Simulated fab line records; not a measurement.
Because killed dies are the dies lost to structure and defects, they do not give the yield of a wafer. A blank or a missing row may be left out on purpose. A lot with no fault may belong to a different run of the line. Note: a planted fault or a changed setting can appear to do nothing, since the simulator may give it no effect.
fab line records ; flow rit-cmos
[record] lots = 15; wafers = 45; last-day = 8
route steps=202 shown PWELL@45 PRETRO@73 M1@185
lots untouched by any fault: they come from a run of this same line in which no faults occurred
start-h: hours from the record's first day to the start of the lot's first wafer shown ; wait-h: time in hours since the lot's previous step ; " as in the row above ; L1.1+2: a single row standing in for several wafers ; - no value, or no start given ; * or withheld: withheld ; < > ~ a bound
route shown NAME@n: names a module that has steps shown in the file, with the first one's number in the route ; usual: average and standard deviation across the fault-free wafers ; same: alike in all rows ; chamber/n: place in a boat ; sites: the reading at each site ; _std_site: how widely they spread, as a standard deviation ; _edge_site: the outer-site mean with the inner-site mean subtracted ; radius-mm: how far each site lies from the wafer's centre ; mask NAME#n: copy n ; behind: the tool/chamber that last shaped the wafer ; hold: why the lot went on hold/how many hours it stayed there/how the hold came to an end ; device: the n, p or np transistor that did not switch ; end of line: the same wafers' tests at the end of the route ; a step given without rows: its recipe and nothing more ; killed: not the wafer's yield, but the dies lost to structure and defects at the first sort ; map: shows each die of a wafer: x if killed, . if not, _ if none is there
set.NAME: the run value of the setting; set.NAME@STEP: its run value at that earlier step ; model.NAME: the simulator's own value behind a step, which no gauge read
steps of the route over a sample of lots; a table a step, a row a wafer
services: the hour from which a tool's chamber was out of use, counted from the record's first day as start-h (under 0 if before that day), plus the number of hours and why
[[steps]]
[step RIT_PWELL_OVL_MEAS_06]
[usual] PWELL_OVL = 0.0/1.4
lot.wafer;tool;chamber;start-h;wait-h;PWELL_OVL[nm]
L165.2;overlay-02;-;23.33;-;0.1
L165.5;overlay-02;-;23.33;-;-1.1
L165.6;overlay-02;-;23.33;-;-0.1
L166.1;overlay-01;-;32.40;-;-1.1
L166.4;overlay-01;-;32.40;-;-0.7
L166.6;overlay-01;-;32.40;-;-0.3
L168.2;overlay-01;-;43.31;-;1.4
L168.3;overlay-01;-;43.31;-;2.4
L168.6;overlay-01;-;43.31;-;0.2
L169.1;overlay-01;-;46.34;-;0.8
L169.2;overlay-01;-;46.34;-;0.8
L169.6;overlay-01;-;46.34;-;0.5
L170.2;overlay-01;-;53.88;-;0.0
L170.4;overlay-01;-;53.88;-;-0.1
L170.6;overlay-01;-;53.88;-;-1.6
L171.1;overlay-02;-;54.11;-;-0.3
L171.4;overlay-02;-;54.11;-;-1.1
L171.6;overlay-02;-;54.11;-;1.3
L174.1;overlay-02;-;68.69;-;1.7
L174.2;overlay-02;-;68.69;-;2.3
L174.4;overlay-02;-;68.69;-;1.8
L175.1;overlay-02;-;74.02;-;-0.5
L175.2;overlay-02;-;74.02;-;0.6
L175.4;overlay-02;-;74.02;-;-1.3
L176.1;overlay-02;-;78.82;-;0.5
L176.2;overlay-02;-;78.82;-;-2.7
L176.6;overlay-02;-;78.82;-;-1.8
L177.2;overlay-01;-;85.30;-;-0.8
L177.4;overlay-01;-;85.30;-;0.3
L177.5;overlay-01;-;85.30;-;-0.8
L178.2;overlay-01;-;88.33;-;1.0
L178.3;overlay-01;-;88.33;-;-2.2
L178.4;overlay-01;-;88.33;-;-0.4
L180.1;overlay-02;-;100.26;-;-1.4
L180.2;overlay-02;-;100.26;-;0.3
L180.6;overlay-02;-;100.26;-;-1.7
L185.2;overlay-02;-;122.95;-;-1.4
L185.3;overlay-02;-;122.95;-;-0.2
L185.5;overlay-02;-;122.95;-;-0.6
L186.2;overlay-01;-;129.47;-;0.8
L186.4;overlay-01;-;129.47;-;0.7
L186.6;overlay-01;-;129.47;-;-0.5
L188.1;overlay-02;-;139.42;-;-0.8
L188.3;overlay-02;-;139.42;-;-1.8
L188.6;overlay-02;-;139.42;-;-1.5
[step RIT_PRETRO_STRIP_09]
[recipe] chemistry = O2; time-s = 180; resist = NOVOLAK; platen-temp-c = withheld; power-w = 500; pressure-mtorr = 4000; o2-flow-sccm = 4000
[usual] chamber-pressure-mTorr = 4000/3.6; drypump-motor-current-A = 5.5/0.47
lot.wafer;tool;chamber;start-h;wait-h;chamber-pressure-mTorr;drypump-motor-current-A;rf-hours-counter-h
L165.2;plasma-asher-04;1;34.47;0.1;3990;5.7;40
L165.5;plasma-asher-04;1;34.47;0.1;4000;5.7;-
L165.6;plasma-asher-04;0;34.47;0.1;4001;6.3;-
L166.1;plasma-asher-01;0;41.87;0.1;3994;5.8;25
L166.4;plasma-asher-01;1;41.87;0.1;3994;5.3;-
L166.6;plasma-asher-01;0;41.87;0.1;3993;5.8;-
L168.2;plasma-asher-01;0;52.49;0.1;4002;5.8;26
L168.3;plasma-asher-01;1;52.49;0.1;3994;5.3;-
L168.6;plasma-asher-01;0;52.49;0.1;3997;5.7;-
L169.1;plasma-asher-03;1;57.16;0.1;4003;5.3;40
L169.2;plasma-asher-03;0;57.16;0.1;3998;4.8;40
L169.6;plasma-asher-03;1;57.16;0.1;4005;5.4;-
L170.2;plasma-asher-03;0;62.86;0.1;3998;4.8;41
L170.4;plasma-asher-03;0;62.86;0.1;3994;4.8;-
L170.6;plasma-asher-03;0;62.86;0.1;4001;4.8;-
L171.1;plasma-asher-04;0;63.11;0.1;4001;6.4;43
L171.4;plasma-asher-04;0;63.11;0.1;3999;6.3;-
L171.6;plasma-asher-04;1;63.11;0.1;4003;5.7;-
L174.1;plasma-asher-03;0;78.91;0.1;4001;4.8;43
L174.2;plasma-asher-03;1;78.91;0.1;3997;5.3;43
L174.4;plasma-asher-03;0;78.91;0.1;4007;4.8;-
L175.1;plasma-asher-03;1;83.46;0.1;3999;5.3;43
L175.2;plasma-asher-03;0;83.46;0.1;3999;4.8;43
L175.4;plasma-asher-03;0;83.46;0.1;3995;4.8;-
L176.1;plasma-asher-03;0;87.92;0.1;4000;4.9;44
L176.2;plasma-asher-03;1;87.92;0.1;3996;5.4;44
L176.6;plasma-asher-03;1;87.92;0.1;4001;5.3;-
L177.2;plasma-asher-04;0;94.28;0.1;4003;6.3;46
L177.4;plasma-asher-04;1;94.28;0.1;3998;5.7;-
L177.5;plasma-asher-04;0;94.28;0.1;4006;6.3;-
L178.2;plasma-asher-03;1;98.84;0.1;3999;5.4;45
L178.3;plasma-asher-03;0;98.84;0.1;4001;4.8;-
L178.4;plasma-asher-03;1;98.84;0.1;4003;5.4;-
L180.1;plasma-asher-03;1;109.34;0.1;4004;5.4;46
L180.2;plasma-asher-03;0;109.34;0.1;4003;4.8;46
L180.6;plasma-asher-03;1;109.34;0.1;4001;5.4;-
L185.2;plasma-asher-01;0;132.71;0.1;3988;5.8;34
L185.3;plasma-asher-01;1;132.71;0.1;3996;5.4;-
L185.5;plasma-asher-01;1;132.71;0.1;3999;5.3;-
L186.2;plasma-asher-01;1;138.45;0.1;3999;5.4;35
L186.4;plasma-asher-01;1;138.45;0.1;3996;5.3;-
L186.6;plasma-asher-01;1;138.45;0.1;4000;5.3;-
L188.1;plasma-asher-03;1;148.89;0.1;3998;5.4;51
L188.3;plasma-asher-03;1;148.89;0.1;4001;5.4;-
L188.6;plasma-asher-03;1;148.89;0.1;4001;5.4;-
[step RIT_M1_RS_MEAS_01]
[recipe] thk-meas-gauge = four-point-probe; reads = Al_of_M1_SPUTTER_00
[usual] M1_AL_RS = 0.0734/0.0007
lot.wafer;tool;chamber;start-h;wait-h;M1_AL_RS[ohm/sq]
L165.2;film-metro-02;-;63.97;0.2;0.0732
L165.5;film-metro-02;-;63.97;0.2;0.0729
L165.6;film-metro-02;-;63.97;0.2;0.0730
L166.1;film-metro-01;-;65.76;0.1;0.0733
L166.4;film-metro-01;-;65.76;0.1;0.0735
L166.6;film-metro-01;-;65.76;0.1;0.0731
L168.2;film-metro-01;-;75.04;0.2;0.0737
L168.3;film-metro-01;-;75.04;0.2;0.0725
L168.6;film-metro-01;-;75.04;0.2;0.0731
L169.1;film-metro-03;-;80.23;0.1;0.0742
L169.2;film-metro-03;-;80.23;0.1;0.0740
L169.6;film-metro-03;-;80.23;0.1;0.0742
L170.2;film-metro-02;-;84.80;0.2;0.0735
L170.4;film-metro-02;-;84.80;0.2;0.0731
L170.6;film-metro-02;-;84.80;0.2;0.0735
L171.1;film-metro-01;-;88.76;0.1;0.0737
L171.4;film-metro-01;-;88.76;0.1;0.0736
L171.6;film-metro-01;-;88.76;0.1;0.0743
L174.1;film-metro-03;-;103.47;0.1;0.0715
L174.2;film-metro-03;-;103.47;0.1;0.0725
L174.4;film-metro-03;-;103.47;0.1;0.0737
L175.1;film-metro-03;-;107.47;0.1;0.0736
L175.2;film-metro-03;-;107.47;0.1;0.0738
L175.4;film-metro-03;-;107.47;0.1;0.0737
L176.1;film-metro-01;-;113.67;0.1;0.0737
L176.2;film-metro-01;-;113.67;0.1;0.0716
L176.6;film-metro-01;-;113.67;0.1;0.0731
L177.2;film-metro-02;-;118.42;0.2;0.0731
L177.4;film-metro-02;-;118.42;0.2;0.0748
L177.5;film-metro-02;-;118.42;0.2;0.0742
L178.2;film-metro-03;-;122.62;0.2;0.0739
L178.3;film-metro-03;-;122.62;0.2;0.0728
L178.4;film-metro-03;-;122.62;0.2;0.0740
L180.1;film-metro-01;-;134.35;0.1;0.0730
L180.2;film-metro-01;-;134.35;0.1;0.0749
L180.6;film-metro-01;-;134.35;0.1;0.0735
L185.2;film-metro-03;-;155.87;0.2;0.0728
L185.3;film-metro-03;-;155.87;0.2;0.0735
L185.5;film-metro-03;-;155.87;0.2;0.0739
L186.2;film-metro-03;-;163.29;0.2;0.0732
L186.4;film-metro-03;-;163.29;0.2;0.0732
L186.6;film-metro-03;-;163.29;0.2;0.0724
L188.1;film-metro-01;-;175.87;0.1;0.0725
L188.3;film-metro-01;-;175.87;0.1;0.0741
L188.6;film-metro-01;-;175.87;0.1;0.0736
[step RIT_M1_STRIP_14]
[recipe] chemistry = O2; time-s = 180; platen-temp-c = withheld; power-w = 500; pressure-mtorr = 4000; o2-flow-sccm = 4000
[usual] chamber-pressure-mTorr = 3999/3.7; drypump-motor-current-A = 5.5/0.38
lot.wafer;tool;chamber;start-h;wait-h;chamber-pressure-mTorr;drypump-motor-current-A;rf-hours-counter-h
L165.2;plasma-asher-02;1;65.88;0.0;3999;6.1;40
L165.5;plasma-asher-02;1;65.88;0.0;4001;6.1;-
L165.6;plasma-asher-02;0;65.88;0.0;3999;5.4;-
L166.1;plasma-asher-02;1;67.69;0.0;4006;6.0;41
L166.4;plasma-asher-02;0;67.69;0.0;3997;5.3;-
L166.6;plasma-asher-02;1;67.69;0.0;3994;6.0;-
L168.2;plasma-asher-03;0;76.99;0.0;4001;4.9;43
L168.3;plasma-asher-03;0;76.99;0.0;4002;4.9;-
L168.6;plasma-asher-03;0;76.99;0.0;3995;4.9;-
L169.1;plasma-asher-02;1;82.20;0.0;3998;6.0;42
L169.2;plasma-asher-02;0;82.20;0.0;4000;5.4;42
L169.6;plasma-asher-02;0;82.20;0.0;3999;5.3;-
L170.2;plasma-asher-03;0;86.81;0.0;4001;4.8;44
L170.4;plasma-asher-03;1;86.81;0.0;4000;5.3;-
L170.6;plasma-asher-03;1;86.81;0.0;3999;5.3;-
L171.1;plasma-asher-01;0;90.57;0.0;4002;5.8;30
L171.4;plasma-asher-01;0;90.57;0.0;4002;5.8;-
L171.6;plasma-asher-01;0;90.57;0.0;3995;5.8;-
L174.1;plasma-asher-02;0;105.46;0.0;3993;5.3;45
L174.2;plasma-asher-02;1;105.46;0.0;4005;6.1;45
L174.4;plasma-asher-02;0;105.46;0.0;3997;5.3;-
L175.1;plasma-asher-01;1;109.29;0.0;3999;5.3;32
L175.2;plasma-asher-01;0;109.29;0.0;4001;5.7;32
L175.4;plasma-asher-01;1;109.29;0.0;3999;5.4;-
L176.1;plasma-asher-03;1;115.49;0.0;-;-;-
L176.2;plasma-asher-03;0;115.49;0.0;-;-;-
L176.6;plasma-asher-03;0;115.49;0.0;-;-;-
L177.2;plasma-asher-03;0;120.35;0.0;-;-;-
L177.4;plasma-asher-03;0;120.35;0.0;-;-;-
L177.5;plasma-asher-03;1;120.35;0.0;-;-;-
L178.2;plasma-asher-01;0;124.54;0.0;-;-;-
L178.3;plasma-asher-01;0;124.54;0.0;-;-;-
L178.4;plasma-asher-01;1;124.54;0.0;-;-;-
L180.1;plasma-asher-03;1;136.18;0.0;3991;5.3;50
L180.2;plasma-asher-03;0;136.18;0.0;4004;4.8;50
L180.6;plasma-asher-03;1;136.18;0.0;4004;5.3;-
L185.2;plasma-asher-02;1;157.82;0.0;3999;6.1;5
L185.3;plasma-asher-02;0;157.82;0.0;4000;5.3;-
L185.5;plasma-asher-02;1;157.82;0.0;3999;6.0;-
L186.2;plasma-asher-02;0;165.25;0.0;3996;5.3;6
L186.4;plasma-asher-02;1;165.25;0.0;3998;6.1;-
L186.6;plasma-asher-02;0;165.25;0.0;4004;5.3;-
L188.1;plasma-asher-03;1;177.84;0.0;3999;5.3;54
L188.3;plasma-asher-03;1;177.84;0.0;3998;5.3;-
L188.6;plasma-asher-03;0;177.84;0.0;4003;4.9;-
[step RIT_M1_PROBE_99]
[usual] defect-limited-yield = 97.6/1; killed_at_M0_to_M3 = 0.0/0.083; killed-at-contacts = 0.1/0.31; killed-at-front-end = 6.3/2.7; killed-dies = 6.4/2.7; killed-open = 3.3/2; killed-short = 3/1.8; sort_bin_3_pad_short = 0.1/0.18; sort_bin_5_function = 1.5/0.78; sort_bin_6_memory = 0.8/0.57; sort-n-pass = 257.6/2.7; sort-yield-pct = 97.6/1
[same] gross-dies = 264; killed_at_M4_up = 0; killed-at-back-side = 0; killed-at-other = 0
lot.wafer;tool;chamber;start-h;wait-h;defect-limited-yield[%];killed_at_M0_to_M3;killed-at-contacts;killed-at-front-end;killed-dies;killed-open;killed-short;sort_bin_3_pad_short[%];sort_bin_5_function[%];sort_bin_6_memory[%];sort-n-pass;sort-yield-pct[%]
L165.2;prober-01;-;67.85;0.1;98.5;0;0;4;4;1;3;0;1.1;0.4;260.0;98.5
L165.5;prober-01;-;68.00;0.2;97.7;0;0;6;6;2;4;0.4;1.1;0.8;258.0;97.7
L165.6;prober-01;-;68.05;0.2;97.7;0;0;6;6;3;3;0;1.1;1.1;258.0;97.7
L166.1;prober-01;-;70.83;0.1;99.2;0;0;2;2;2;0;0;0.4;0.4;262.0;99.2
L166.4;prober-01;-;70.98;0.2;98.1;0;0;5;5;1;4;0;1.5;0.4;259.0;98.1
L166.6;prober-01;-;71.08;0.2;97.7;0;0;6;6;2;4;0;1.5;0.8;258.0;97.7
L168.2;prober-02;-;78.96;0.1;97.7;0;0;6;6;3;3;0.4;1.1;0.8;258.0;97.7
L168.3;prober-02;-;79.01;0.2;97.0;0;0;8;8;4;4;0;1.9;1.1;256.0;97.0
L168.6;prober-02;-;79.16;0.2;98.1;0;0;5;5;3;2;0;0.8;1.1;259.0;98.1
L169.1;prober-01;-;84.12;0.1;98.5;0;0;4;4;3;1;0.4;0.8;0.4;260.0;98.5
L169.2;prober-01;-;84.17;0.1;98.5;0;0;4;4;3;1;0;1.5;0;260.0;98.5
L169.6;prober-01;-;84.37;0.2;98.1;0;0;5;5;2;3;0;1.1;0.8;259.0;98.1
L170.2;prober-02;-;89.48;0.1;99.2;0;0;2;2;1;1;0;0.8;0;262.0;99.2
L170.4;prober-02;-;89.58;0.2;98.9;0;0;3;3;0;3;0;0.8;0.4;261.0;98.9
L170.6;prober-02;-;89.68;0.2;98.5;0;0;4;4;3;1;0;0.8;0.8;260.0;98.5
L171.1;prober-01;-;92.48;0.1;97.0;0;0;8;8;4;4;0.4;1.5;1.1;256.0;97.0
L171.4;prober-01;-;92.63;0.2;98.5;0;0;4;4;3;1;0;0.8;0.8;260.0;98.5
L171.6;prober-01;-;92.73;0.2;98.9;0;0;3;3;0;3;0;0.8;0.4;261.0;98.9
L174.1;prober-02;-;107.37;0.1;96.2;0;0;10;10;4;5;0;3.4;0.4;254.0;96.2
L174.2;prober-02;-;107.42;0.1;98.1;0;0;5;5;2;3;0;1.1;0.8;259.0;98.1
L174.4;prober-02;-;107.52;0.2;98.1;0;0;5;5;2;2;0.4;1.1;0.4;259.0;98.1
L175.1;prober-01;-;111.20;0.1;97.0;0;0;8;8;3;5;0.4;1.1;1.5;256.0;97.0
L175.2;prober-01;-;111.25;0.1;96.6;0;0;9;9;3;6;0.4;1.5;1.5;255.0;96.6
L175.4;prober-01;-;111.35;0.2;96.6;0;0;9;9;5;2;0.4;0.8;2.3;255.0;96.6
L176.1;prober-02;-;117.40;0.1;96.6;0;0;9;9;4;5;0.4;1.5;1.5;255.0;96.6
L176.2;prober-02;-;117.45;0.1;97.7;0;0;6;6;5;1;0;1.5;0.8;258.0;97.7
L176.6;prober-02;-;117.65;0.2;98.9;0;0;3;3;2;1;0.4;0.4;0.4;261.0;98.9
L177.2;prober-02;-;122.31;0.1;98.5;0;0;4;4;2;2;0;1.5;0;260.0;98.5
L177.4;prober-02;-;122.41;0.2;95.1;0;0;13;13;10;3;0;3.0;1.9;251.0;95.1
L177.5;prober-02;-;122.46;0.2;98.9;0;0;3;3;3;0;0;0.8;0.4;261.0;98.9
L178.2;prober-01;-;126.51;0.1;97.3;0;1;6;7;3;4;0.4;0.8;1.5;257.0;97.3
L178.3;prober-01;-;126.56;0.2;97.0;0;1;7;8;3;5;0;3.0;0;256.0;97.0
L178.4;prober-01;-;126.61;0.2;97.3;0;0;7;7;4;3;0.4;1.5;0.8;257.0;97.3
L180.1;prober-01;-;138.09;0.1;96.6;1;0;8;9;4;5;0;1.5;1.9;255.0;96.6
L180.2;prober-01;-;138.14;0.1;97.3;0;0;7;7;3;3;0.4;1.5;0.8;257.0;97.3
L180.6;prober-01;-;138.34;0.2;98.1;0;0;5;5;3;2;0;1.5;0.4;259.0;98.1
L185.2;prober-02;-;159.78;0.1;97.7;0;0;6;6;3;3;0;0.4;1.9;258.0;97.7
L185.3;prober-02;-;159.83;0.2;98.1;0;0;5;5;4;1;0;1.1;0.8;259.0;98.1
L185.5;prober-02;-;159.93;0.2;99.2;0;0;2;2;2;0;0;0;0.8;262.0;99.2
L186.2;prober-01;-;167.22;0.1;96.6;0;1;8;9;2;7;0.8;1.1;1.5;255.0;96.6
L186.4;prober-01;-;167.32;0.2;97.3;0;0;7;7;4;3;0;2.3;0.4;257.0;97.3
L186.6;prober-01;-;167.42;0.2;98.1;0;0;5;5;2;3;0.4;1.1;0.4;259.0;98.1
L188.1;prober-01;-;179.76;0.1;99.6;0;0;1;1;1;0;0;0.4;0;263.0;99.6
L188.3;prober-01;-;179.86;0.2;97.7;0;1;5;6;2;4;0;1.9;0.4;258.0;97.7
L188.6;prober-01;-;180.01;0.2;97.3;0;0;7;7;5;2;0;1.1;1.5;257.0;97.3
// killed by level:class
L165.2 FOX1:geometric-particle:short=1 GATE:geometric-particle:short=1 REOX:geometric-particle:open=1 SILICIDE:geometric-particle:short=1
L165.5 ACTIVE:geometric-particle:short=1 FOX1:geometric-particle:short=1 REOX:geometric-particle:open=1 SPACER:geometric-particle:short=1 SPACER:geometric-particle:open=1 SILICIDE:geometric-particle:short=1
L165.6 GATE:geometric-particle:open=2 SILICIDE:geometric-particle:short=2 FOX1:geometric-particle:open=1 FOX1:geometric-particle:short=1
L166.1 FOX1:geometric-particle:open=1 SPACER:geometric-particle:open=1
L166.4 GATE:geometric-particle:short=2 FOX1:geometric-particle:short=1 REOX:geometric-particle:open=1 SILICIDE:geometric-particle:short=1
L166.6 GATE:geometric-particle:short=2 FOX1:geometric-particle:short=1 REOX:geometric-particle:short=1 REOX:geometric-particle:open=1 SPACER:geometric-particle:open=1
L168.2 SPACER:geometric-particle:short=2 GATE:geometric-particle:open=1 REOX:geometric-particle:open=1 SPACER:geometric-particle:open=1 SILICIDE:geometric-particle:short=1
L168.3 FOX2:geometric-particle:short=2 GATE:geometric-particle:open=2 ACTIVE:geometric-particle:open=1 FOX1:geometric-particle:short=1 GATE:geometric-particle:short=1 REOX:geometric-particle:open=1
L168.6 GATE:geometric-particle:short=2 FOX1:geometric-particle:open=1 GATE:geometric-particle:open=1 SILICIDE:geometric-particle:open=1
L169.1 FOX1:geometric-particle:open=1 GATE:geometric-particle:short=1 REOX:geometric-particle:open=1 SILICIDE:geometric-particle:open=1
L169.2 GATE:geometric-particle:open=2 FOX1:geometric-particle:open=1 REOX:geometric-particle:short=1
L169.6 GATE:geometric-particle:short=2 GATE:geometric-particle:open=1 SPACER:geometric-particle:short=1 SPACER:geometric-particle:open=1
L170.2 GATE:geometric-particle:short=1 REOX:geometric-particle:open=1
L170.4 GATE:geometric-particle:short=1 REOX:geometric-particle:short=1 SPACER:geometric-particle:short=1
L170.6 FOX2:geometric-particle:open=1 GATE:geometric-particle:open=1 SPACER:geometric-particle:short=1 SPACER:geometric-particle:open=1
L171.1 FOX1:geometric-particle:open=2 GATE:geometric-particle:short=2 FOX1:geometric-particle:short=1 FOX2:geometric-particle:open=1 GATE:geometric-particle:open=1 REOX:geometric-particle:short=1
L171.4 FOX1:geometric-particle:open=1 REOX:geometric-particle:short=1 REOX:geometric-particle:open=1 SPACER:geometric-particle:open=1
L171.6 FOX1:geometric-particle:short=1 GATE:geometric-particle:short=1 REOX:geometric-particle:short=1
L174.1 GATE:geometric-particle:short=3 FOX2:geometric-particle:open=1 GATE:geometric-particle:open=1 REOX:geometric-particle:short=1 REOX:geometric-particle:open=1 SILICIDE:geometric-particle:open=1 SILICIDE:geometric-particle:short=1 ACTIVE:coat-microbubble-printed=1
L174.2 SPACER:geometric-particle:short=2 GATE:geometric-particle:short=1 GATE:geometric-particle:open=1 SILICIDE:geometric-particle:open=1
L174.4 GATE:geometric-particle:short=1 REOX:geometric-particle:open=1 SILICIDE:geometric-particle:short=1 SILICIDE:geometric-particle:open=1 ACTIVE:coat-microbubble-printed=1
L175.1 GATE:geometric-particle:open=2 GATE:geometric-particle:short=2 FOX1:geometric-particle:short=1 FOX1:geometric-particle:open=1 REOX:geometric-particle:short=1 SILICIDE:geometric-particle:short=1
L175.2 GATE:geometric-particle:short=3 GATE:geometric-particle:open=2 FOX1:geometric-particle:short=1 SPACER:geometric-particle:short=1 SILICIDE:geometric-particle:short=1 SILICIDE:geometric-particle:open=1
L175.4 FOX1:geometric-particle:open=2 SILICIDE:geometric-particle:open=2 NLDD:coat-microbubble-printed=2 FOX1:geometric-particle:short=1 GATE:geometric-particle:short=1 GATE:geometric-particle:open=1
L176.1 REOX:geometric-particle:short=2 GATE:geometric-particle:open=2 FOX1:geometric-particle:open=1 FOX1:geometric-particle:short=1 GATE:geometric-particle:short=1 SPACER:geometric-particle:short=1 SILICIDE:geometric-particle:open=1
L176.2 GATE:geometric-particle:open=3 FOX1:geometric-particle:short=1 FOX2:geometric-particle:open=1 SPACER:geometric-particle:open=1
L176.6 GATE:geometric-particle:short=1 REOX:geometric-particle:open=1 SPACER:geometric-particle:open=1
L177.2 GATE:geometric-particle:open=2 GATE:geometric-particle:short=1 SILICIDE:geometric-particle:short=1
L177.4 GATE:geometric-particle:open=7 SILICIDE:geometric-particle:open=2 FOX1:geometric-particle:short=1 REOX:geometric-particle:open=1 SPACER:geometric-particle:short=1 SILICIDE:geometric-particle:short=1
L177.5 GATE:geometric-particle:open=2 REOX:geometric-particle:open=1
L178.2 REOX:geometric-particle:open=2 FOX2:geometric-particle:short=1 GATE:geometric-particle:open=1 GATE:geometric-particle:short=1 SPACER:geometric-particle:short=1 CONTACT:geometric-particle:short=1
L178.3 GATE:geometric-particle:short=4 GATE:geometric-particle:open=2 FOX1:geometric-particle:open=1 CONTACT:geometric-particle:short=1
L178.4 GATE:geometric-particle:open=2 FOX1:geometric-particle:short=1 REOX:geometric-particle:open=1 REOX:geometric-particle:short=1 SPACER:geometric-particle:open=1 SPACER:geometric-particle:short=1
L180.1 FOX1:geometric-particle:short=2 REOX:geometric-particle:open=2 SPACER:geometric-particle:short=2 FOX1:geometric-particle:open=1 GATE:geometric-particle:short=1 M1:geometric-particle:open=1
L180.2 GATE:geometric-particle:short=2 GATE:geometric-particle:open=1 REOX:geometric-particle:open=1 SILICIDE:geometric-particle:open=1 SILICIDE:geometric-particle:short=1 NRETRO:coat-microbubble-printed=1
L180.6 FOX2:geometric-particle:open=2 GATE:geometric-particle:short=2 FOX1:geometric-particle:open=1
L185.2 FOX1:geometric-particle:open=1 FOX2:geometric-particle:short=1 REOX:geometric-particle:short=1 SPACER:geometric-particle:short=1 SPACER:geometric-particle:open=1 SILICIDE:geometric-particle:open=1
L185.3 FOX1:geometric-particle:open=1 GATE:geometric-particle:open=1 REOX:geometric-particle:open=1 SPACER:geometric-particle:open=1 SILICIDE:geometric-particle:short=1
L185.5 GATE:geometric-particle:open=1 REOX:geometric-particle:open=1
L186.2 FOX1:geometric-particle:short=2 SILICIDE:geometric-particle:short=2 FOX2:geometric-particle:short=1 GATE:geometric-particle:open=1 GATE:geometric-particle:short=1 SILICIDE:geometric-particle:open=1 CONTACT:geometric-particle:short=1
L186.4 FOX1:geometric-particle:open=2 SILICIDE:geometric-particle:short=2 GATE:geometric-particle:short=1 REOX:geometric-particle:open=1 SPACER:geometric-particle:open=1
L186.6 FOX1:geometric-particle:open=1 GATE:geometric-particle:short=1 SPACER:geometric-particle:open=1 SPACER:geometric-particle:short=1 SILICIDE:geometric-particle:short=1
L188.1 GATE:geometric-particle:open=1
L188.3 GATE:geometric-particle:short=3 FOX1:geometric-particle:short=1 SPACER:geometric-particle:open=1 CONTACT:geometric-particle:open=1
L188.6 GATE:geometric-particle:open=3 GATE:geometric-particle:short=2 FOX1:geometric-particle:open=1 REOX:geometric-particle:open=1
[[services]]
tool;chamber;start-h;hours;kind
plasma-asher-02;-;11.82;2.8;pm
plasma-asher-01;-;12.92;11.9;repair
plasma-asher-04;-;68.49;0.4;repair
plasma-asher-02;-;108.75;9.0;pm
plasma-asher-02;0;108.75;9.0;vent-cycle
plasma-asher-02;1;108.75;9.0;vent-cycle
plasma-asher-02;0;117.75;-;clean
plasma-asher-02;1;117.75;-;clean
plasma-asher-04;-;144.55;14.6;pm
plasma-asher-03;-;153.05;2.8;pm
[[key]]
[first-sign] step = RIT_M1_STRIP_14; reading = tool-record; direction = missing
effect none on later readings
met-at RIT_M1_STRIP_14
struck-lots L176,L177,L178
not-acting-at RIT_PWELL_OVL_MEAS_06,RIT_PRETRO_STRIP_09,RIT_M1_RS_MEAS_01
onset-between 109.29 115.49
[fault] kind = skipped-step-whole; tool = plasma-asher-01,plasma-asher-03; chamber = -; onset-h = 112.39; steps = RIT_M1_STRIP_14; scope = struck-lots-only
